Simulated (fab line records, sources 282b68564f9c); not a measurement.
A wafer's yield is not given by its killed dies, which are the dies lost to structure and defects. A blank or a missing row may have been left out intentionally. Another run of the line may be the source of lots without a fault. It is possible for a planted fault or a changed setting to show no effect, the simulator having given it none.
The tool behind it: which one?    flow rit cmos    Sampling: 14 lots, 42 wafers, 4 of 202 route steps

## WHAT EACH GAUGE READ, for each wafer
RIT_ACTIVE_THK_MEAS_04. Usual: for ACTIVE_NITRIDE_THK the level is 149.5 nm and the standard deviation is 1.5.
lot   measured     on             ACTIVE_NITRIDE_THK (nm)  flag
L578  day 1 13:57  film metro-04  149.0 148.9 148.5        
L579  day 1 18:50  film metro-01  152.1 151.2 150.1        
L580  day 2 00:48  film metro-02  151.7 152.2 151.6        
L583  day 2 15:37  film metro-02  151.3 149.9 150.9        
L586  day 3 05:32  film metro-02  150.7 151.4 151.3        
L588  day 3 17:19  film metro-04  150.9 149.4 150.5        
L590  day 4 03:15  film metro-01  150.5 152.1 151.0        
L591  day 4 06:49  film metro-01  148.8 148.6 149.4        
L592  day 4 11:44  film metro-01  151.6 151.1 152.7        
L593  day 4 16:47  film metro-01  146.8 149.2 147.9        
L595  day 5 02:32  film metro-04  151.7 151.4 149.7        
L596  day 5 07:32  film metro-04  149.8 149.2 149.0        
L597  day 5 13:21  film metro-01  147.8 147.2 148.2        
L599  day 6 03:47  film metro-01  147.0 148.8 147.6        

RIT_ACTIVE_CD_MEAS_11: the cd target is 1400 nm. Usual: cd nm at 1399.6 nm, with a standard deviation of 2.7.
lot   measured     on         cd nm (nm)            flag
L578  day 1 14:59  cd sem-01  1398.0 1399.4 1399.7  
L579  day 1 19:45  cd sem-02  1400.2 1401.7 1399.2  
L580  day 2 01:52  cd sem-02  1398.7 1397.0 1399.2  
L583  day 2 16:40  cd sem-02  1400.8 1398.5 1400.3  
L586  day 3 06:26  cd sem-01  1400.2 1401.4 1398.7  
L588  day 3 18:21  cd sem-01  1397.4 1398.1 1399.1  
L590  day 4 04:17  cd sem-01  1399.7 1400.0 1401.0  
L591  day 4 07:51  cd sem-02  1402.2 1405.3 1403.8  
L592  day 4 12:46  cd sem-01  1394.9 1397.5 1396.5  
L593  day 4 17:42  cd sem-02  1398.9 1402.4 1403.0  
L595  day 5 03:26  cd sem-01  1397.5 1398.1 1398.7  
L596  day 5 08:28  cd sem-02  1402.1 1404.1 1402.5  
L597  day 5 14:24  cd sem-02  1402.5 1400.9 1401.2  
L599  day 6 04:50  cd sem-02  1400.3 1399.1 1399.0  

RIT_NRETRO_OVL_MEAS_06. Usual: for NRETRO_OVL the level is -0.2 nm and the standard deviation is 1.4.
lot   measured     on          NRETRO_OVL (nm)  flag
L578  day 2 08:07  overlay-02  -0.8 0.5 0.1     
L579  day 2 13:49  overlay-02  2.7 -0.1 -0.2    
L580  day 2 16:51  overlay-02  -0.2 -1.1 -0.9   
L583  day 3 07:49  overlay-01  -1.0 -2.1 -0.3   
L586  day 4 01:34  overlay-01  -0.7 0.0 1.6     
L588  day 4 09:27  overlay-01  0.0 -2.4 -2.7    
L590  day 4 19:01  overlay-02  -0.5 0.0 -0.9    
L591  day 4 22:08  overlay-02  2.3 0.4 1.4      
L592  day 5 05:03  overlay-02  -3.1 -3.3 -0.9   
L593  day 5 10:23  overlay-02  1.6 0.6 0.6      
L595  day 5 20:37  overlay-01  0.3 -3.4 -1.3    
L596  day 6 03:24  overlay-01  0.8 1.4 0.6      
L597  day 6 14:23  overlay-01  -2.0 -1.0 -0.2   
L599  day 6 19:42  overlay-02  -1.5 -1.0 0.3    

## EACH LOT AND THE TOOL THAT RAN IT (in order: tool; ch and the chambers of the sampled wafers; start)
lot   RIT_NWELL_SOFTBAKE_02
L578  litho track-04 ch 0, day 1 22:38
L579  litho track-04 ch 0, day 2 02:19
L580  litho track-03 ch 0, day 2 07:23
L583  litho track-01 ch 0, day 2 22:12
L586  litho track-01 ch 0, day 3 15:05
L588  litho track-03 ch 0, day 3 23:34
L590  litho track-03 ch 0, day 4 09:31
L591  litho track-01 ch 0, day 4 13:01
L592  litho track-04 ch 0, day 4 19:40
L593  litho track-01 ch 0, day 5 00:05
L595  litho track-04 ch 0, day 5 10:51
L596  litho track-04 ch 0, day 5 14:42
L597  litho track-01 ch 0, day 6 04:44
L599  litho track-04 ch 0, day 6 10:00
- RIT_NWELL_SOFTBAKE_02: time 60 s.

## WHAT THE TOOLS THEMSELVES READ (means of the sampled wafers that have a number; where no wafer has one, the mark that the record gives instead)
RIT_NWELL_SOFTBAKE_02. Usual: heater power total W 34.56 W, standard deviation 0.052; plate temp C 90.01 C, standard deviation 0.13.
lot   tool            heater power total W (W)  plate temp C (C)  flag
L578  litho track-04  34.57                     89.77             
L579  litho track-04  34.55                     89.93             
L580  litho track-03  34.59                     90.03             
L583  litho track-01  34.59                     89.88             
L586  litho track-01  34.61                     89.87             
L588  litho track-03  33.78                     88.63             OFF
L590  litho track-03  33.70                     88.65             OFF
L591  litho track-01  34.57                     90.13             
L592  litho track-04  34.54                     90.07             
L593  litho track-01  34.52                     89.81             
L595  litho track-04  34.57                     89.94             
L596  litho track-04  34.58                     90.15             
L597  litho track-01  34.54                     89.99             
L599  litho track-04  34.57                     90.06             

## THE ANSWER, worked out from the rows above alone
Rule: lot off if the mean of its wafers having a number is beyond 3 standard deviations from the usual mean. A lot without any number at a reading at which 4 lots or more have one is off too. Any other lot the step has rows for is counted as sound. After the gauges, taken in route order, come the tools' own readings; for these a lot's mean is taken, as printed above. At the first step where some lot is off, the reading lying furthest off is the one used; lots without a number count as furthest.
Off: L588, L590 (RIT_NWELL_SOFTBAKE_02, heater power total W).
If a tool, at that step or one of the process steps before it, ran each lot that is off and ran no sound lot following the first of them, it fits. One candidate fits, namely litho track-03 at RIT_NWELL_SOFTBAKE_02. Its last sound lot is L580 (day 2 07:23), its first lot that is off L588 (day 3 23:34): a fault that began between those two fits.
The tool's own readings at RIT_NWELL_SOFTBAKE_02 bear it out: on the lots that are off they differ by more than 5 times the standard deviation of the sound lots' means. heater power total W reads 33.74 W there against 34.57 W on the sound lots; plate temp C reads 88.64 C there against 89.97 C on the sound lots.

## WHAT THE SIMULATOR HAD INSERTED
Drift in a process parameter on litho track-03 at RIT_NWELL_SOFTBAKE_02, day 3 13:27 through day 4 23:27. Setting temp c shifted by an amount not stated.
Lots struck among those shown: L588, L590. The rule above found the same.
